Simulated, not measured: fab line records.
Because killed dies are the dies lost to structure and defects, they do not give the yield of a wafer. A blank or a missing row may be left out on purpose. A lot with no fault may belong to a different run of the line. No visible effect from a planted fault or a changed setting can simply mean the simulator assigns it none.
The same fault as seen by 2 desks / flow rit_cmos / each desk holds nothing but its own numbers, with what lay behind them at the end

== THE METROLOGY DESK ==
What the gauges read for every lot (on any tool): the sampled wafers with a number, averaged. A lot is out of limits, marked OUT, if its mean lies more than 4 standard deviations from the usual mean; the brackets give that distance.
Columns: A = PRETRO_TW at RIT_PRETRO_TW_MEAS_10, usual 470
lot=L315; first seen here=day 2 07:56; A=464
lot=L316; first seen here=day 2 12:58; A=472
lot=L317; first seen here=day 2 16:52; A=465
lot=L318; first seen here=day 2 22:24; A=465
lot=L319; first seen here=day 3 04:14; A=470
lot=L320; first seen here=day 3 10:34; A=469
lot=L324; first seen here=day 4 06:29; A=481
lot=L326; first seen here=day 4 17:18; A=466
lot=L328; first seen here=day 5 03:16; A=488 (+4.3) OUT
lot=L331; first seen here=day 5 16:08; A=476
lot=L332; first seen here=day 5 20:26; A=467
lot=L335; first seen here=day 6 11:44; A=474
Finding of this desk: L328 out of limits, first seen on L328 at day 5 03:16 (PRETRO_TW at RIT_PRETRO_TW_MEAS_10). L315, L316, L317, L318, L319, L320, L324, L326, L331, L332, L335: within limits.

== DESK OF THE TOOL OWNER: implanter-04 ==
The tool's own readings at RIT_PRETRO_IMPLANT_08, given as means over the sampled wafers that have a number, one for each lot that went through this tool. A lot is out of limits, marked OUT, if its mean lies more than 4 standard deviations from the usual mean; the brackets give that distance.
Columns: A = beam_energy_keV at RIT_PRETRO_IMPLANT_08, usual 45.003
lot=L315; first seen here=day 2 07:37; A=45.004
lot=L316; first seen here=day 2 12:38; A=44.997
lot=L320; first seen here=day 3 10:14; A=45.003
lot=L324; first seen here=day 4 06:10; A=54.697 (+99 or more) OUT
lot=L328; first seen here=day 5 02:57; A=54.690 (+99 or more) OUT
This desk's finding: out of limits on L324, L328; first on L324, day 4 06:10 (beam_energy_keV at RIT_PRETRO_IMPLANT_08). L315, L316, L320: within limits.

== ALL TOGETHER ==
At day 4 06:10, on L324, L328, the tool owner's desk was in a position to raise an alarm.
An alarm was possible from the metrology desk at day 5 03:16, on L328.
The metrology desk holds a record of L324, inside its limits.
The lots listed all ran RIT_PRETRO_IMPLANT_08 on implanter-04.

== WHAT WAS PUT IN BY THE SIMULATOR ==
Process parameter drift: implanter-04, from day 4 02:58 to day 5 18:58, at RIT_PRETRO_IMPLANT_08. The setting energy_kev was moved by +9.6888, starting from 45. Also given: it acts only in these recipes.
Lots struck among those shown: L324, L328.
Hours from the fault's start to each desk's first reading out of limits: the tool owner's desk, 3; the metrology desk, 24.
